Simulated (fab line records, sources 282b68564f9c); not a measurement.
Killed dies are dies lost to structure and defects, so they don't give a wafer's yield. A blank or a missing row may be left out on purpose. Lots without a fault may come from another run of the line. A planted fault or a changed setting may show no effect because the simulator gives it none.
fab line records | flow rit_cmos
record lots=6 wafers=18 last_day=7
route steps=202 shown PLDD@116 SPACER@125 M1@202
lots that met no fault: from a run of the same line without faults
start_h: hours from the record's first day to the start of the lot's first wafer shown | wait_h: hours since the lot's step before | " the same as in the row above | L1.1+2: a row that stands for several wafers | - no value, or no start given | * or withheld: withheld | < > ~ a bound
route shown NAME@n: a module of which the file shows steps, and the number in the route of the first | usual: mean/standard deviation of fault-free wafers | same: alike in all rows | chamber/n: place in a boat | sites: the reading at each site | _std_site: their standard deviation | _edge_site: outer sites' mean less inner sites' | radius_mm: how far each site lies from the wafer's centre | mask NAME#n: copy n | behind: the tool/chamber that last shaped the wafer | hold: why the lot was held/for how many hours/how that ended | device: the transistor (n, p or np) that didn't switch | end of line: the same wafers' tests at the end of the route | a step without rows: its recipe alone | killed: dies lost to structure and defects at the first sort, not the wafer's yield | map: a wafer's dies, x killed, . not, _ none there
set.NAME: the setting as run; set.NAME@STEP: as run at that earlier step | model.NAME: the simulator's own value behind a step, which no gauge read
lots at some steps of the route; a table a step, a row a wafer
services: from which hour (start_h, from the record's first day; less than 0 if before it) a tool's chamber was out of use, for how many hours, and why
## steps
# step RIT_PLDD_SOFTBAKE_02
# recipe resist=NOVOLAK temp_c=90 time_s=60
# step RIT_PLDD_EXPOSE_03
# recipe mask_id=M8 na=0.57 target_cd_nm=40900 dose_mj=250
# step RIT_PLDD_PEB_04
# recipe resist=NOVOLAK temp_c=withheld time_s=withheld
# step RIT_PLDD_DEVELOP_05
# recipe resist=NOVOLAK develop_time_s=50 dev_temp_c=23
# step RIT_PLDD_OVL_MEAS_06
# usual PLDD_OVL=0.5/1.4
# columns lot.wafer tool chamber start_h wait_h PLDD_OVL[nm]
L562.2 overlay-01 - 72.10 - -0.6
L562.3 " - " " 0.6
L562.4 " - " " 1.1
L565.1 overlay-01 - 83.19 - 0.5
L565.3 " - " " -0.6
L565.4 " - " " 1.9
L566.2 overlay-01 - 87.95 - 0.6
L566.3 " - " " 1.4
L566.5 " - " " 1.2
L571.1 overlay-02 - 111.20 - -1.0
L571.5 " - " " -2.2
L571.6 " - " " -0.5
L577.2 overlay-01 - 142.57 - 0.6
L577.3 " - " " 0.3
L577.5 " - " " 2.8
L578.1 overlay-02 - 148.21 - -1.3
L578.3 " - " " -2.3
L578.6 " - " " -2.3
# step RIT_PLDD_HARDBAKE_07
# recipe resist=NOVOLAK temp_c=140 time_s=60
# step RIT_PLDD_IMPLANT_08
# recipe species=BF2 energy_kev=20 dose_cm2=9e+14 tilt_deg=7
# step RIT_PLDD_STRIP_09
# recipe chemistry=O2 time_s=180 resist=NOVOLAK platen_temp_c=withheld power_w=500 pressure_mtorr=4000 o2_flow_sccm=4000
# usual drypump_motor_current_A=5.3/0.42
# columns lot.wafer tool chamber start_h wait_h drypump_motor_current_A rf_hours_counter_h
L562.2 plasma_asher-01 1 72.54 0.1 4.8 40
L562.3 " 1 " " 4.7 -
L562.4 " 0 " " 5.8 -
L565.1 plasma_asher-02 1 83.53 0.1 5.1 30
L565.3 " 1 " " 5.2 -
L565.4 " 0 " " 5.3 -
L566.2 plasma_asher-02 0 88.28 0.1 5.3 31
L566.3 " 0 " " 5.3 -
L566.5 " 0 " " 5.2 -
L571.1 plasma_asher-01 0 111.53 0.1 5.8 44
L571.5 " 1 " " 4.8 -
L571.6 " 0 " " 5.8 -
L577.2 plasma_asher-02 1 142.90 0.1 5.1 37
L577.3 " 0 " " 5.3 -
L577.5 " 1 " " 5.1 -
L578.1 plasma_asher-03 1 148.77 0.1 6.1 3
L578.3 " 1 " " 6.0 -
L578.6 " 0 " " 5.3 -
# step RIT_PLDD_TW_MEAS_10
# usual PLDD_TW=2346/8.6
# columns lot.wafer tool chamber start_h wait_h PLDD_TW
L562.2 film_metro-02 - 72.73 0.1 2353
L562.3 " - " " 2366
L562.4 " - " " 2333
L565.1 film_metro-02 - 83.71 0.1 2332
L565.3 " - " " 2341
L565.4 " - " " 2356
L566.2 film_metro-02 - 88.46 0.1 2348
L566.3 " - " " 2353
L566.5 " - " " 2339
L571.1 film_metro-03 - 111.71 0.1 2330
L571.5 " - " " 2330
L571.6 " - " " 2331
L577.2 film_metro-02 - 143.08 0.1 2341
L577.3 " - " " 2339
L577.5 " - " " 2344
L578.1 film_metro-01 - 148.95 0.1 2357
L578.3 " - " " 2364
L578.6 " - " " 2347
# step RIT_SPACER_CLEAN_00
# recipe chemistry=SC1 mix=3:3:50 time_s=600 temp_c=75
# step RIT_SPACER_CLEAN_01
# recipe chemistry=dHF dilution=50:1 time_s=30
# step RIT_SPACER_CLEAN_02
# recipe chemistry=SC2 mix=3:3:50 time_s=600 temp_c=75 dry=n2_spin
# step RIT_SPACER_CVD_03
# recipe material=Si3N4 target_thk_nm=250 temp_c=810 precursor=SiH2Cl2/NH3 time_s=3300 pressure_mtorr=300 sih2cl2_flow_sccm=60 nh3_flow_sccm=150
# usual sih2cl2_flow_sccm=60.04/0.17 spike_tc_centre_C=812.4/1.2 spike_tc_load_C=837.2/1.6 spike_tc_source_C=831.1/2.1 susceptor_temp_C=810.1/0.33
# columns lot.wafer tool chamber start_h wait_h sih2cl2_flow_sccm spike_tc_centre_C spike_tc_load_C spike_tc_source_C susceptor_temp_C model.Si3N4_of_SPACER_CVD_03.thk_nm
L562.2 lpcvd-02 0 73.18 0.0 60.13 830.7 849.7 846.9 825.2 324.9
L562.3 " 0 " " 60.21 826.6 852.1 849.1 825.1 324.8
L562.4 " 0 " " 60.19 827.1 850.1 848.3 825.3 324.4
L565.1 lpcvd-01 1 84.64 0.5 60.05 812.6 837.3 826.8 809.7 251.7
L565.3 " 1 " " 60.17 811.6 837.2 825.6 810.3 250.5
L565.4 " 1 " " 60.05 812.1 837.8 828.8 810.1 253.5
L566.2 lpcvd-02 0 88.88 0.0 60.00 828.6 851.1 848.2 825.6 321.5
L566.3 " 0 " " 59.89 826.8 850.0 849.8 825.2 323
L566.5 " 0 " " 60.01 828.3 850.3 848.6 825.4 322.4
L571.1 lpcvd-01 1 112.17 0.0 60.24 812.8 839.0 826.5 810.0 247.5
L571.5 " 1 " " 60.16 812.7 838.1 829.1 809.8 246.9
L571.6 " 1 " " 60.08 811.9 838.1 827.3 810.0 247
L577.2 lpcvd-02 1 143.50 0.0 60.10 811.7 838.6 830.8 810.1 252.6
L577.3 " 1 " " 59.80 813.4 839.8 830.8 809.6 252.1
L577.5 " 1 " " 59.81 812.9 839.0 830.0 810.1 254
L578.1 lpcvd-01 1 149.41 0.0 59.88 810.4 838.9 827.4 810.5 246.4
L578.3 " 1 " " 59.83 814.0 837.9 829.0 810.7 246
L578.6 " 1 " " 60.01 811.3 838.7 828.0 810.1 248.3
# step RIT_SPACER_THK_MEAS_04
# recipe reads=Si3N4_of_SPACER_CVD_03
# usual SPACER_NITRIDE_THK=249.5/3
# columns lot.wafer tool chamber start_h wait_h SPACER_NITRIDE_THK[nm]
L562.2 film_metro-03 - 75.10 0.0 324.8
L562.3 " - " " 324.8
L562.4 " - " " 324.3
L565.1 film_metro-04 - 86.56 0.0 251.7
L565.3 " - " " 250.4
L565.4 " - " " 253.4
L566.2 film_metro-03 - 90.81 0.0 321.2
L566.3 " - " " 322.7
L566.5 " - " " 322.6
L571.1 film_metro-04 - 114.08 0.0 247.4
L571.5 " - " " 247.0
L571.6 " - " " 247.1
L577.2 film_metro-03 - 145.43 0.0 252.5
L577.3 " - " " 251.9
L577.5 " - " " 254.1
L578.1 film_metro-04 - 151.32 0.0 246.2
L578.3 " - " " 245.9
L578.6 " - " " 248.1
# step RIT_SPACER_ETCHBACK_05
# recipe target_depth_a=2500 SF6_flow_sccm=30 CHF3_flow_sccm=30 target=Si3N4 chemistry=SF6/CHF3 pressure_mtorr=40 rf_w=250 time_s=240 stop_on=SiO2
# usual drypump_motor_current_A=5.5/0.43 oes_product_au=0.841/0.014 throttle_valve_pct=10.22/0.15
# columns lot.wafer tool chamber start_h wait_h drypump_motor_current_A oes_product_au rf_hours_counter_h throttle_valve_pct model.etch.depth_nm model.Si3N4_of_SPACER_CVD_03.thk_nm
L562.2 rie_diel-03 1 75.15 0.0 5.5 0.993 33 10.42 309.7 255.3
L562.3 " 3 " " 5.8 0.989 127 10.24 309.9 255.2
L562.4 " 2 " " 4.9 0.968 7 10.20 308.6 255.1
L565.1 rie_diel-03 3 86.62 0.1 5.8 0.843 127 10.21 251.7 198.8
L565.3 " 0 " " 5.5 0.860 120 10.01 250.5 197.9
L565.4 " 1 " " 5.5 0.860 33 10.35 253.5 200.1
L566.2 rie_diel-04 0 90.86 0.0 5.5 1.001 12 10.53 310.5 252.5
L566.3 " 2 " " 5.5 0.964 7 10.17 310.4 253.6
L566.5 " 0 " " 5.5 0.995 - 10.54 310.2 253.2
L571.1 rie_diel-03 0 114.14 0.1 5.6 0.854 120 10.01 247.5 195.7
L571.5 " 2 " " 4.9 0.819 - 10.15 246.9 195.4
L571.6 " 3 " " 5.8 0.840 - 10.19 247 195.7
L577.2 rie_diel-04 2 145.48 0.0 5.5 0.839 8 10.15 252.6 198.7
L577.3 " 1 " " 5.8 0.837 6 10.22 252.1 198.3
L577.5 " 3 " " 5.6 0.836 - 9.95 254 200.4
L578.1 rie_diel-04 2 151.38 0.1 5.5 0.817 8 10.11 246.4 193.6
L578.3 " 0 " " 5.6 0.845 13 10.48 246 192.8
L578.6 " 2 " " 5.5 0.821 - 10.13 248.3 195.6
# step RIT_M1_PROBE_99
# usual killed_at_contacts=0.1/0.3 killed_at_front_end=7/3.3 killed_dies=7/3.3 killed_on_rim=2.2/1.4 killed_open=3.8/2.3 killed_short=3.5/2.1
# same gross_dies=264 killed_at_M0_to_M3=0 killed_at_M4_up=0 killed_at_back_side=0 killed_at_other=0
# columns lot.wafer tool chamber start_h wait_h killed_at_contacts killed_at_front_end killed_dies killed_on_rim killed_open killed_short
L562.2 prober-01 - 86.22 0.1 0 257 257 64 5 4
L562.3 prober-01 - 86.27 0.2 0 257 257 65 9 7
L562.4 prober-01 - 86.32 0.2 0 260 260 70 1 2
L565.1 prober-01 - 97.53 0.1 1 5 6 1 2 4
L565.3 prober-01 - 97.63 0.2 0 4 4 0 3 1
L565.4 prober-01 - 97.68 0.2 0 1 1 1 1 0
L566.2 prober-01 - 102.11 0.1 0 218 218 70 2 1
L566.3 prober-01 - 102.16 0.2 0 252 252 70 2 3
L566.5 prober-01 - 102.26 0.2 0 221 221 70 2 3
L571.1 prober-01 - 125.24 0.1 0 8 8 1 6 2
L571.5 prober-01 - 125.44 0.2 0 15 15 3 5 10
L571.6 prober-01 - 125.49 0.2 0 11 11 2 3 8
L577.2 prober-02 - 156.48 0.1 1 12 13 3 8 5
L577.3 prober-02 - 156.53 0.2 0 13 13 4 9 4
L577.5 prober-02 - 156.63 0.2 1 9 10 3 6 4
# killed by level:class
L562.2 SPACER:area_etchback=248 GATE:geometric_particle:open=5 GATE:geometric_particle:short=2 FOX1:geometric_particle:short=1 REOX:geometric_particle:short=1
L562.3 SPACER:area_etchback=241 FOX1:geometric_particle:open=4 FOX1:geometric_particle:short=4 GATE:geometric_particle:open=4 GATE:geometric_particle:short=3 SPACER:geometric_particle:open=1
L562.4 SPACER:area_etchback=257 GATE:geometric_particle:short=1 GATE:geometric_particle:open=1 SPACER:geometric_particle:short=1
L565.1 FOX1:geometric_particle:short=1 GATE:geometric_particle:short=1 SPACER:geometric_particle:short=1 SILICIDE:geometric_particle:short=1 SILICIDE:geometric_particle:open=1 CONTACT:geometric_particle:open=1
L565.3 GATE:geometric_particle:open=2 FOX1:geometric_particle:short=1 SILICIDE:geometric_particle:open=1
L565.4 SILICIDE:geometric_particle:open=1
L566.2 SPACER:area_etchback=215 FOX2:geometric_particle:open=2 SPACER:geometric_particle:short=1
L566.3 SPACER:area_etchback=247 GATE:geometric_particle:short=1 GATE:geometric_particle:open=1 SPACER:geometric_particle:short=1 SILICIDE:geometric_particle:short=1 SILICIDE:geometric_particle:open=1
L566.5 SPACER:area_etchback=216 FOX1:geometric_particle:open=2 FOX1:geometric_particle:short=1 GATE:geometric_particle:short=1 SILICIDE:geometric_particle:short=1
L571.1 GATE:geometric_particle:open=3 FOX1:geometric_particle:open=1 FOX1:geometric_particle:short=1 REOX:geometric_particle:open=1 SPACER:geometric_particle:open=1 SPACER:geometric_particle:short=1
L571.5 REOX:geometric_particle:short=5 GATE:geometric_particle:open=3 FOX1:geometric_particle:short=2 GATE:geometric_particle:short=2 REOX:geometric_particle:open=1 SPACER:geometric_particle:short=1 SILICIDE:geometric_particle:open=1
L571.6 GATE:geometric_particle:short=4 REOX:geometric_particle:short=2 FOX1:geometric_particle:open=1 GATE:geometric_particle:open=1 SPACER:geometric_particle:short=1 SILICIDE:geometric_particle:open=1 SILICIDE:geometric_particle:short=1
L577.2 GATE:geometric_particle:open=5 GATE:geometric_particle:short=3 SPACER:geometric_particle:open=2 REOX:geometric_particle:open=1 SILICIDE:geometric_particle:short=1 CONTACT:geometric_particle:short=1
L577.3 GATE:geometric_particle:open=4 FOX1:geometric_particle:open=2 GATE:geometric_particle:short=2 REOX:geometric_particle:short=2 REOX:geometric_particle:open=2 SPACER:geometric_particle:open=1
L577.5 GATE:geometric_particle:short=3 REOX:geometric_particle:open=2 SPACER:geometric_particle:open=2 FOX1:geometric_particle:open=1 GATE:geometric_particle:open=1 CONTACT:geometric_particle:short=1
# map L562.4 (x killed, . not)
________xxxxxxx_______
_____xxxxxxxxxxxxx____
____xxxxxxxxxxxxxxx___
___xxxxxxxxxxxxxxxxx__
__xxxxxxxxxxxxxxxxxxx_
__xxxxxxxxxxxxxxxxxxx_
_xxxxxxxxxxxxxxxxxxxxx
_xxxxxxxxxxxxxxxxxxxxx
_xxxxxxxxxxxxxxxxxxxxx
_xxxxxxxxxxxxxxxxxxxxx
__xxxxxxxxxxxxxxxxxxx_
__xxxxxxxxx....xxxxxx_
___xxxxxxxxxxxxxxxxx__
____xxxxxxxxxxxxxxx___
_____xxxxxxxxxxxxx____
________xxxxxxx_______
# map L566.3 (x killed, . not)
________xxxxxxx_______
_____xxxxxxxxxxxxx____
____xxxxxxxxxxxxxxx___
___xxxxxxxxxxxxxxxxx__
__xxxxxxxxxxxxxxxxxxx_
__xxxxxxxxxxxxxxxxxxx_
_xxxxxxxxxxxxxxxxxxxxx
_xxxxxxxx.xx.xxxxxxxxx
_xxxxxx.xx.x.xxxxxxxxx
_xxxxxxx.x..xxxxxxxxxx
__xxxxxx.x..xxxxxxxxx_
__xxxxxxxx.xxxxxxxxxx_
___xxxxxxxxxxxxxxxxx__
____xxxxxxxxxxxxxxx___
_____xxxxxxxxxxxxx____
________xxxxxxx_______
## services
# columns tool chamber start_h hours kind
rie_diel-04 3 86.84 2.3 repair
plasma_asher-03 - 86.96 2.8 repair
plasma_asher-03 - 108.75 9.0 pm
plasma_asher-03 0 108.75 9.0 vent_cycle
plasma_asher-03 1 108.75 9.0 vent_cycle
plasma_asher-03 0 117.75 - clean
plasma_asher-03 1 117.75 - clean
rie_diel-04 0 125.20 9.8 repair
lpcvd-02 - 125.28 0.9 repair
rie_diel-04 - 128.07 13.8 repair
rie_diel-04 3 129.12 3.5 repair
rie_diel-03 3 131.54 16.4 repair
## key
first_sign step=RIT_SPACER_CVD_03 reading=susceptor_temp_C direction=up sigmas=46 usual=* struck=*
effect step=RIT_SPACER_CVD_03 reading=spike_tc_centre_C direction=up sigmas=13 usual=812.4 struck=828.0
effect step=RIT_SPACER_THK_MEAS_04 reading=SPACER_NITRIDE_THK direction=up sigmas=25 usual=249.5 struck=323.4
effect step=RIT_SPACER_ETCHBACK_05 reading=oes_product_au direction=up sigmas=10 usual=0.841 struck=0.985
effect step=RIT_M1_PROBE_99 reading=killed_at_front_end direction=up sigmas=72 usual=7 struck=244
model_effect step=RIT_SPACER_CVD_03 value=Si3N4_of_SPACER_CVD_03.thk_nm without=246.6 struck=323.5
model_effect step=RIT_SPACER_ETCHBACK_05 value=etch.depth_nm without=246.6 struck=309.9
more_kills_born_at RIT_SPACER_ETCHBACK_05@rie_diel-03=746 RIT_SPACER_ETCHBACK_05@rie_diel-04=678
met_at RIT_SPACER_CVD_03
struck_wafers L562.2,L562.3,L562.4,L566.2,L566.3,L566.5
later_rows_left_out L562.2,L562.3,L562.4,L566.2,L566.3,L566.5
tester_left_out L562,L566
fault kind=process_parameter_drift tool=lpcvd-02 chamber=0 onset_h=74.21 steps=RIT_SPACER_CVD_03 channel=temp_c offset=* shape=step end_h=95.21 acts_in=* stated=*
# tester_left_out: of these lots the tester's yield and bins aren't shown, on N5 and GAA mostly nor the transistor test; their killed dies are dies lost to structure and defects alone, not to doping, threshold or leakage, so they don't give the yield
# later_rows_left_out: the simulator's readings of these wafers behind a module that went badly wrong aren't trusted and aren't shown, but for the sort
